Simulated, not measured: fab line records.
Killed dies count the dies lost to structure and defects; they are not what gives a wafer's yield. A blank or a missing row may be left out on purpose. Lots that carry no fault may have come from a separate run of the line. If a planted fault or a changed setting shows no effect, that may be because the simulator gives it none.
Lot-split experiment + flow ritCmos + 5 lots, 23 wafers read, on a route of 202 steps

ON THE SPLIT
At RIT_FOX1_OXIDATION_00 (target thk 350.7 nm, ox time 1130 s), the setting tempC was moved away from the recipe's 1100 C on 15 of the 23 wafers read, by -2.6% to +2.3%. The other wafers ran this setting at the recipe's value.

The file shows no step between the split and the reading.

THE READING
Values of FOX1_OXIDE_THK in nm from RIT_FOX1_THK_MEAS_01. Typical for fault-free wafers on this fab line: 348 nm, with standard deviation 5.8 nm.

| wafer  | tool, chamber at the split | tempC as run, C | against the recipe | FOX1_OXIDE_THK, nm | against lot-mates on the recipe |
|--------|----------------------------|-----------------|--------------------|--------------------|---------------------------------|
| L075.1 | -, -                       | 1125            | +2.3%              | 388                | no lot-mate on the recipe       |
| L075.2 | -, -                       | 1125            | +2.3%              | 392                | no lot-mate on the recipe       |
| L075.3 | -, -                       | 1125            | +2.3%              | 388                | no lot-mate on the recipe       |
| L075.4 | -, -                       | 1125            | +2.3%              | 396                | no lot-mate on the recipe       |
| L075.5 | -, -                       | 1125            | +2.3%              | 388                | no lot-mate on the recipe       |
| L076.1 | -, -                       | 1071            | -2.6%              | 292                | no lot-mate on the recipe       |
| L076.3 | -, -                       | 1071            | -2.6%              | 290                | no lot-mate on the recipe       |
| L076.4 | -, -                       | 1071            | -2.6%              | 297                | no lot-mate on the recipe       |
| L076.5 | -, -                       | 1071            | -2.6%              | 291                | no lot-mate on the recipe       |
| L076.6 | -, -                       | 1071            | -2.6%              | 289                | no lot-mate on the recipe       |
| L079.1 | -, -                       | 1100            | recipe             | 356                | -                               |
| L079.3 | -, -                       | 1100            | recipe             | 349                | -                               |
| L079.4 | -, -                       | 1100            | recipe             | 349                | -                               |
| L079.5 | -, -                       | 1100            | recipe             | 354                | -                               |
| L079.6 | -, -                       | 1100            | recipe             | 351                | -                               |
| L080.3 | furnace-02, 0              | 1100            | recipe             | 339                | -                               |
| L080.4 | furnace-02, 0              | 1100            | recipe             | 348                | -                               |
| L080.6 | furnace-02, 0              | 1100            | recipe             | 339                | -                               |
| L083.1 | -, -                       | 1087            | -1.2%              | 329                | no lot-mate on the recipe       |
| L083.3 | -, -                       | 1087            | -1.2%              | 340                | no lot-mate on the recipe       |
| L083.4 | -, -                       | 1087            | -1.2%              | 334                | no lot-mate on the recipe       |
| L083.5 | -, -                       | 1087            | -1.2%              | 336                | no lot-mate on the recipe       |
| L083.6 | -, -                       | 1087            | -1.2%              | 332                | no lot-mate on the recipe       |

THE FIT
A straight line over all 23 wafers: FOX1_OXIDE_THK changes by +19.4 nm for each +1% of tempC; r = +0.98; the points scatter about the line by 6.8 nm.
Too few moved wafers with a lot-mate on the recipe to fit a line net of each lot's own level.

THE WHOLE CHAIN: every reading that the file lists as answering this split, in the file's order
| step                  | what it does                        | reading                                                                          | change (the file's fit)              | r (the file's) |
|-----------------------|-------------------------------------|----------------------------------------------------------------------------------|--------------------------------------|----------------|
| RIT_FOX1_OXIDATION_00 | target thk 350.7 nm, ox time 1130 s | SiO2_of_FOX1_OXIDATION_00.thkNm (the simulator's own value, which no gauge read) | +19.4 nm for each +1% of the setting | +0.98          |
| RIT_FOX1_THK_MEAS_01  |                                     | FOX1_OXIDE_THK                                                                   | +19.4 for each +1% of the setting    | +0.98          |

FILE'S OWN FIT
FOX1_OXIDE_THK changes by +19.4 nm for each +1% of tempC, r = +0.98.
